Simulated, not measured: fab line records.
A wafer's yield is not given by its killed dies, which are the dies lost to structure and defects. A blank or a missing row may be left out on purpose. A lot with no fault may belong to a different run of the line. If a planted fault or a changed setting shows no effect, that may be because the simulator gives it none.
Which of the tools did it? || flow berkeley-cmos170 || 15 lots with 45 wafers sampled at 3 steps, on a route of 331 steps

## WHAT EACH GAUGE READ, for each wafer
UCB170_GATE_OVL_MEAS_13. Usual: GATE_OVL gives 1 nm (standard deviation 5).
{"lot": "L145", "measured": "day 7 18:47", "on": "overlay-01", "GATE_OVL (nm)": "0 0 3", "flag": ""}
{"lot": "L146", "measured": "day 7 18:27", "on": "overlay-01", "GATE_OVL (nm)": "-5 2 9", "flag": ""}
{"lot": "L148", "measured": "day 8 02:10", "on": "overlay-01", "GATE_OVL (nm)": "-6 -6 0", "flag": ""}
{"lot": "L150", "measured": "day 8 11:22", "on": "overlay-01", "GATE_OVL (nm)": "12 6 16", "flag": ""}
{"lot": "L149", "measured": "day 8 11:35", "on": "overlay-02", "GATE_OVL (nm)": "-3 -2 -3", "flag": ""}
{"lot": "L154", "measured": "day 9 03:40", "on": "overlay-01", "GATE_OVL (nm)": "-129 -128 -132", "flag": "OFF"}
{"lot": "L153", "measured": "day 9 03:24", "on": "overlay-02", "GATE_OVL (nm)": "-7 8 -2", "flag": ""}
{"lot": "L155", "measured": "day 9 12:17", "on": "overlay-02", "GATE_OVL (nm)": "-5 6 -3", "flag": ""}
{"lot": "L156", "measured": "day 9 11:48", "on": "overlay-01", "GATE_OVL (nm)": "-127 -128 -127", "flag": "OFF"}
{"lot": "L157", "measured": "day 10 03:20", "on": "overlay-02", "GATE_OVL (nm)": "-137 -130 -130", "flag": "OFF"}
{"lot": "L159", "measured": "day 10 03:16", "on": "overlay-01", "GATE_OVL (nm)": "-10 -2 -3", "flag": ""}
{"lot": "L162", "measured": "day 10 08:59", "on": "overlay-01", "GATE_OVL (nm)": "9 11 -1", "flag": ""}
{"lot": "L161", "measured": "day 10 09:35", "on": "overlay-02", "GATE_OVL (nm)": "2 -2 4", "flag": ""}
{"lot": "L167", "measured": "day 11 15:55", "on": "overlay-02", "GATE_OVL (nm)": "3 2 0", "flag": ""}
{"lot": "L168", "measured": "day 11 16:12", "on": "overlay-01", "GATE_OVL (nm)": "-3 5 -2", "flag": ""}

## WHICH TOOL RAN EACH LOT (tool, then ch and the chambers of the sampled wafers, then the start)
{"lot": "L145", "UCB170_PVT_STRIP_08": "plasma-asher-04 ch 0,1, day 7 02:05", "UCB170_GATE_EXPOSE_09": "krf-scanner-02 ch 0, day 7 18:17"}
{"lot": "L146", "UCB170_PVT_STRIP_08": "plasma-asher-03 ch 0,1, day 7 05:52", "UCB170_GATE_EXPOSE_09": "krf-scanner-01 ch 0, day 7 17:58"}
{"lot": "L148", "UCB170_PVT_STRIP_08": "plasma-asher-03 ch 0,1, day 7 10:17", "UCB170_GATE_EXPOSE_09": "krf-scanner-01 ch 0, day 8 01:30"}
{"lot": "L150", "UCB170_PVT_STRIP_08": "plasma-asher-04 ch 0,1, day 7 20:38", "UCB170_GATE_EXPOSE_09": "krf-scanner-02 ch 0, day 8 10:54"}
{"lot": "L149", "UCB170_PVT_STRIP_08": "plasma-asher-03 ch 0,1, day 7 22:02", "UCB170_GATE_EXPOSE_09": "krf-scanner-01 ch 0, day 8 11:05"}
{"lot": "L154", "UCB170_PVT_STRIP_08": "plasma-asher-04 ch 0,1, day 8 09:41", "UCB170_GATE_EXPOSE_09": "krf-scanner-02 ch 0, day 9 03:03"}
{"lot": "L153", "UCB170_PVT_STRIP_08": "plasma-asher-04 ch 0,1, day 8 10:19", "UCB170_GATE_EXPOSE_09": "krf-scanner-01 ch 0, day 9 02:49"}
{"lot": "L155", "UCB170_PVT_STRIP_08": "plasma-asher-02 ch 0,1, day 8 23:13", "UCB170_GATE_EXPOSE_09": "krf-scanner-01 ch 0, day 9 11:20"}
{"lot": "L156", "UCB170_PVT_STRIP_08": "plasma-asher-04 ch 0,1, day 8 23:16", "UCB170_GATE_EXPOSE_09": "krf-scanner-02 ch 0, day 9 11:06"}
{"lot": "L157", "UCB170_PVT_STRIP_08": "plasma-asher-02 ch 0,1, day 9 16:44", "UCB170_GATE_EXPOSE_09": "krf-scanner-02 ch 0, day 10 02:35"}
{"lot": "L159", "UCB170_PVT_STRIP_08": "plasma-asher-03 ch 0,1, day 9 16:52", "UCB170_GATE_EXPOSE_09": "krf-scanner-01 ch 0, day 10 02:22"}
{"lot": "L162", "UCB170_PVT_STRIP_08": "plasma-asher-03 ch 1, day 9 20:38", "UCB170_GATE_EXPOSE_09": "krf-scanner-01 ch 0, day 10 08:29"}
{"lot": "L161", "UCB170_PVT_STRIP_08": "plasma-asher-02 ch 0,1, day 9 20:55", "UCB170_GATE_EXPOSE_09": "krf-scanner-01 ch 0, day 10 09:05"}
{"lot": "L167", "UCB170_PVT_STRIP_08": "plasma-asher-03 ch 0,1, day 11 01:14", "UCB170_GATE_EXPOSE_09": "krf-scanner-01 ch 0, day 11 15:11"}
{"lot": "L168", "UCB170_PVT_STRIP_08": "plasma-asher-03 ch 0,1, day 11 01:30", "UCB170_GATE_EXPOSE_09": "krf-scanner-01 ch 0, day 11 15:42"}
- UCB170_PVT_STRIP_08: strips in O2.
- UCB170_GATE_EXPOSE_09: exposes mask POLY, target cd 350 nm.

## AS READ BY THE TOOLS THEMSELVES (means over the sampled wafers that have a number; for cases with no such wafer, the mark the record gives instead)
UCB170_PVT_STRIP_08. Usual: drypump-motor-current-A 5.6 A, standard deviation 0.56; oes-product-au 0.735 a.u., standard deviation 0.0046; strip-time-to-endpoint-s 21.61 s, standard deviation 0.072.
{"lot": "L145", "tool": "plasma-asher-04", "drypump-motor-current-A (A)": 5.6, "oes-product-au (a.u.)": 0.733, "strip-time-to-endpoint-s (s)": 21.62, "flag": ""}
{"lot": "L146", "tool": "plasma-asher-03", "drypump-motor-current-A (A)": 6.3, "oes-product-au (a.u.)": 0.731, "strip-time-to-endpoint-s (s)": 21.63, "flag": ""}
{"lot": "L148", "tool": "plasma-asher-03", "drypump-motor-current-A (A)": 5.8, "oes-product-au (a.u.)": 0.737, "strip-time-to-endpoint-s (s)": 21.63, "flag": ""}
{"lot": "L150", "tool": "plasma-asher-04", "drypump-motor-current-A (A)": 5.4, "oes-product-au (a.u.)": 0.736, "strip-time-to-endpoint-s (s)": 21.67, "flag": ""}
{"lot": "L149", "tool": "plasma-asher-03", "drypump-motor-current-A (A)": 6.3, "oes-product-au (a.u.)": 0.732, "strip-time-to-endpoint-s (s)": 21.62, "flag": ""}
{"lot": "L154", "tool": "plasma-asher-04", "drypump-motor-current-A (A)": 5.3, "oes-product-au (a.u.)": 0.733, "strip-time-to-endpoint-s (s)": 21.67, "flag": ""}
{"lot": "L153", "tool": "plasma-asher-04", "drypump-motor-current-A (A)": 5.5, "oes-product-au (a.u.)": 0.737, "strip-time-to-endpoint-s (s)": 21.66, "flag": ""}
{"lot": "L155", "tool": "plasma-asher-02", "drypump-motor-current-A (A)": 5.1, "oes-product-au (a.u.)": 0.733, "strip-time-to-endpoint-s (s)": 21.69, "flag": ""}
{"lot": "L156", "tool": "plasma-asher-04", "drypump-motor-current-A (A)": 5.3, "oes-product-au (a.u.)": 0.736, "strip-time-to-endpoint-s (s)": 21.62, "flag": ""}
{"lot": "L157", "tool": "plasma-asher-02", "drypump-motor-current-A (A)": 5.2, "oes-product-au (a.u.)": 0.735, "strip-time-to-endpoint-s (s)": 21.56, "flag": ""}
{"lot": "L159", "tool": "plasma-asher-03", "drypump-motor-current-A (A)": 6.3, "oes-product-au (a.u.)": 0.734, "strip-time-to-endpoint-s (s)": 21.56, "flag": ""}
{"lot": "L162", "tool": "plasma-asher-03", "drypump-motor-current-A (A)": 5.4, "oes-product-au (a.u.)": 0.733, "strip-time-to-endpoint-s (s)": 21.59, "flag": ""}
{"lot": "L161", "tool": "plasma-asher-02", "drypump-motor-current-A (A)": 5.2, "oes-product-au (a.u.)": 0.735, "strip-time-to-endpoint-s (s)": 21.72, "flag": ""}
{"lot": "L167", "tool": "plasma-asher-03", "drypump-motor-current-A (A)": 5.8, "oes-product-au (a.u.)": 0.736, "strip-time-to-endpoint-s (s)": 21.52, "flag": ""}
{"lot": "L168", "tool": "plasma-asher-03", "drypump-motor-current-A (A)": 6.3, "oes-product-au (a.u.)": 0.738, "strip-time-to-endpoint-s (s)": 21.68, "flag": ""}

## THE ANSWER, worked out from the rows above alone
Rule: a lot counts as off when the mean over its wafers that have a number is more than 3 standard deviations away from the usual mean. A lot without any number at a reading at which 4 lots or more have one is off too. Where the step has rows for the other lots, those lots are counted as sound. The gauges are gone through in route order, then the tools' own readings, and for those a lot's mean is taken as printed above. The first step at which some lot is off is used, and at that step the reading that is off furthest; a lot without a number counts as furthest.
Off: L154, L156, L157, at UCB170_GATE_OVL_MEAS_13 (GATE_OVL).
A tool fits if, at a process step before that reading, it ran every lot that is off, and no sound lot after the first of them. Gauges at UCB170_GATE_OVL_MEAS_13: tried the same way as those tools. One fits: krf-scanner-02 at UCB170_GATE_EXPOSE_09. Its last sound lot is L150 (day 8 10:54), its first lot that is off L154 (day 9 03:03): a fault that began between those two fits.

## WHAT THE SIMULATOR HAD PUT IN
Scanner matching overlay: krf-scanner-02, from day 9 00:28 on, at UCB170_GATE_EXPOSE_09. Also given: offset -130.
Shown lots that were struck: L154, L156, L157. Same finding as the rule above.
